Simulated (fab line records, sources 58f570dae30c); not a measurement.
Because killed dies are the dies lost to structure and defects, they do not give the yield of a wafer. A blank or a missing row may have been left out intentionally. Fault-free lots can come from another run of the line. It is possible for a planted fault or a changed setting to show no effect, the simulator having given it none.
Which tool did it? + flow berkeley-cmos170 + 14 lots, 42 wafers sampled, at 5 steps of a route of 331

== WHAT THE GAUGES READ, wafer by wafer ==
UCB170_PWELL_OVL_MEAS_13.
| lot  | measured    | on         | PWELL_OVL (nm) |
|------|-------------|------------|----------------|
| L608 | day 3 06:48 | overlay-01 | -6 -13 -3      |
| L609 | day 3 13:56 | overlay-01 | 16 11 12       |
| L611 | day 4 01:43 | overlay-02 | 7 7 11         |
| L610 | day 4 01:57 | overlay-01 | 1 8 4          |
| L613 | day 4 08:16 | overlay-02 | 2 2 6          |
| L612 | day 4 08:32 | overlay-02 | 5 9 1          |
| L614 | day 4 19:02 | overlay-02 | 2 2 13         |
| L616 | day 5 02:02 | overlay-02 | -8 -8 -10      |
| L620 | day 5 17:34 | overlay-02 | -6 1 4         |
| L623 | day 6 13:04 | overlay-02 | 10 -2 4        |
| L626 | day 7 10:38 | overlay-01 | -2 4 3         |
| L627 | day 7 17:13 | overlay-01 | -1 8 0         |
| L628 | day 7 17:29 | overlay-02 | -5 -2 -8       |
| L630 | day 8 10:05 | overlay-01 | 3 1 -7         |

UCB170_SDANNEAL_RS_MEAS_03: measures by four-point-probe.
| lot  | measured     | on            | NSD_RS (ohm/sq)   |
|------|--------------|---------------|-------------------|
| L608 | day 8 14:46  | film-metro-02 | 37.24 37.27 37.32 |
| L609 | day 8 14:55  | film-metro-03 | 37.24 37.22 37.25 |
| L611 | day 9 00:58  | film-metro-03 | 37.25 37.28 37.24 |
| L610 | day 9 00:58  | film-metro-02 | 37.24 37.10 37.31 |
| L613 | day 9 01:13  | film-metro-04 | 37.41 37.43 37.36 |
| L612 | day 9 01:26  | film-metro-02 | 37.16 37.14 37.18 |
| L614 | day 9 12:24  | film-metro-03 | 37.58 37.58 37.61 |
| L616 | day 10 03:57 | film-metro-02 | 37.17 37.14 37.04 |
| L620 | day 10 18:11 | film-metro-03 | 37.41 37.40 37.43 |
| L623 | day 10 18:08 | film-metro-02 | 37.34 37.23 37.27 |
| L626 | day 11 20:17 | film-metro-04 | 37.23 37.34 37.25 |
| L627 | day 12 08:14 | film-metro-02 | 37.16 37.08 37.09 |
| L628 | day 12 08:27 | film-metro-04 | 37.33 37.28 37.36 |
| L630 | day 12 20:38 | film-metro-02 | 37.27 37.18 37.21 |

UCB170_CONTACT_CD_MEAS_15: target cd 700 nm.
| lot  | measured     | on        | cd-nm (nm)                          |
|------|--------------|-----------|-------------------------------------|
| L608 | day 8 20:49  | cd-sem-02 | 700.2 699.4 698.6                   |
| L609 | day 8 22:05  | cd-sem-02 | 696.4 696.5 695.3                   |
| L611 | day 9 05:55  | cd-sem-01 | 698.9 699.2 699.9                   |
| L610 | day 9 06:16  | cd-sem-01 | 698.9 698.0 698.8                   |
| L613 | day 9 11:13  | cd-sem-02 | 699.5 699.5 699.5                   |
| L612 | day 9 10:19  | cd-sem-02 | 698.3 698.8 700.6                   |
| L614 | day 9 18:17  | cd-sem-02 | 701.3 699.2 701.5                   |
| L616 | day 10 11:14 | cd-sem-02 | 696.8 699.5 698.0                   |
| L620 | day 11 00:49 | cd-sem-01 | 666.7 667.3 667.6 666.9 667.7 667.3 |
| L623 | day 11 00:31 | cd-sem-02 | 664.9 663.4 664.5 665.1 663.4 664.4 |
| L626 | day 12 02:20 | cd-sem-01 | 699.5 700.4 699.6                   |
| L627 | day 12 15:34 | cd-sem-02 | 700.3 700.2 698.5                   |
| L628 | day 12 15:56 | cd-sem-02 | 700.2 701.3 700.3                   |
| L630 | day 13 01:20 | cd-sem-02 | 701.0 700.6 699.9                   |

UCB170_M1_THK_MEAS_02: measures by xrf.
| lot  | measured     | on            | M1_AL_THK (nm) |
|------|--------------|---------------|----------------|
| L608 | day 8 21:41  | film-metro-03 | 604 609 605    |
| L609 | day 8 22:59  | film-metro-04 | 594 600 589    |
| L611 | day 9 08:19  | film-metro-04 | 601 607 606    |
| L610 | day 9 08:22  | film-metro-02 | 609 601 605    |
| L613 | day 9 12:06  | film-metro-02 | 593 600 603    |
| L612 | day 9 11:13  | film-metro-04 | 604 607 598    |
| L614 | day 9 19:10  | film-metro-03 | 597 604 599    |
| L616 | day 10 12:08 | film-metro-04 | 598 596 604    |
| L620 | day 11 10:30 | film-metro-02 | 614 608 602    |
| L623 | day 11 13:00 | film-metro-02 | 605 613 602    |
| L626 | day 12 03:19 | film-metro-03 | 604 592 604    |
| L627 | day 12 16:38 | film-metro-04 | 612 599 605    |
| L628 | day 12 17:14 | film-metro-04 | 620 608 588    |
| L630 | day 13 02:13 | film-metro-03 | 608 609 604    |

== WHICH TOOL RAN EACH LOT (tool, then ch and the chambers of the sampled wafers, then the start) ==
| lot  | UCB170_CONTACT_PEB_13             |
|------|-----------------------------------|
| L608 | litho-track-04 ch 0, day 8 20:30  |
| L609 | litho-track-01 ch 0, day 8 21:48  |
| L611 | litho-track-02 ch 0, day 9 05:38  |
| L610 | litho-track-01 ch 0, day 9 06:00  |
| L613 | litho-track-02 ch 0, day 9 10:00  |
| L612 | litho-track-04 ch 0, day 9 10:02  |
| L614 | litho-track-01 ch 0, day 9 18:01  |
| L616 | litho-track-04 ch 0, day 10 10:58 |
| L620 | litho-track-01 ch 0, day 11 00:31 |
| L623 | litho-track-01 ch 0, day 11 00:14 |
| L626 | litho-track-02 ch 0, day 12 02:03 |
| L627 | litho-track-04 ch 0, day 12 15:17 |
| L628 | litho-track-04 ch 0, day 12 15:34 |
| L630 | litho-track-02 ch 0, day 13 01:04 |
- UCB170_CONTACT_PEB_13

== WHAT THE TOOLS THEMSELVES READ (means of the sampled wafers that have a number; where no wafer has one, the mark that the record gives instead) ==
UCB170_CONTACT_PEB_13.
| lot  | tool           | heater-power-total-W (W) | plate-temp-C (C) |
|------|----------------|--------------------------|------------------|
| L608 | litho-track-04 | 56.82                    | 129.86           |
| L609 | litho-track-01 | 56.79                    | 130.12           |
| L611 | litho-track-02 | 56.80                    | 130.02           |
| L610 | litho-track-01 | 56.83                    | 129.96           |
| L613 | litho-track-02 | 56.76                    | 130.13           |
| L612 | litho-track-04 | 56.79                    | 129.95           |
| L614 | litho-track-01 | 56.79                    | 129.94           |
| L616 | litho-track-04 | 56.82                    | 129.82           |
| L620 | litho-track-01 | 54.27                    | 125.57           |
| L623 | litho-track-01 | 54.30                    | 125.65           |
| L626 | litho-track-02 | 56.80                    | 129.97           |
| L627 | litho-track-04 | 56.83                    | 130.14           |
| L628 | litho-track-04 | 56.84                    | 130.01           |
| L630 | litho-track-02 | 56.82                    | 130.09           |

== THE ANSWER, worked out from the rows above alone ==
Rule: usual is defined by the lots themselves. Put in order of their means at a reading, lots are off if they are a third of the lots or fewer, leave a main group of 4 or more, and stand apart from it by a gap of 3 or more times the standard deviation of the main group's means; of several such gaps the widest counts. If all means in a main group match to the digits the tables above print for the reading, that group is not used. A lot without any number at a reading at which 4 lots or more have one is off too. Any other lot the step has rows for is counted as sound. The gauges are gone through in route order, then the tools' own readings, and for those a lot's mean is taken as printed above. At the first step where some lot is off, the reading lying furthest off is the one used; lots without a number count as furthest.
Off: L620, L623 (UCB170_CONTACT_CD_MEAS_15, cd-nm). Mean 699.3 nm and standard deviation 1.2 in the main group.
If a tool, at a process step before that reading, ran all the lots that are off and no sound lot after the first of them, it fits. The gauges at UCB170_CONTACT_CD_MEAS_15 aren't tried: what is off there is off at UCB170_CONTACT_PEB_13 too, on other tools, and a gauge's error can't cause that. One candidate fits, namely litho-track-01 at UCB170_CONTACT_PEB_13. A fault onset in the window from L614 (day 9 18:01, its last sound lot) to L623 (day 11 00:14, its first lot off) fits.
The tool's own readings at UCB170_CONTACT_PEB_13 bear it out: on the lots that are off they differ by more than 5 times the standard deviation of the sound lots' means. heater-power-total-W reads 54.28 W there against 56.81 W on the sound lots; plate-temp-C reads 125.61 C there against 130.00 C on the sound lots.

== WHAT THE SIMULATOR PUT IN ==
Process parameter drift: litho-track-01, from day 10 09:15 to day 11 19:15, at UCB170_CONTACT_PEB_13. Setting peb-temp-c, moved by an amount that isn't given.
Shown lots that were struck: L620, L623. Same finding as the rule above.
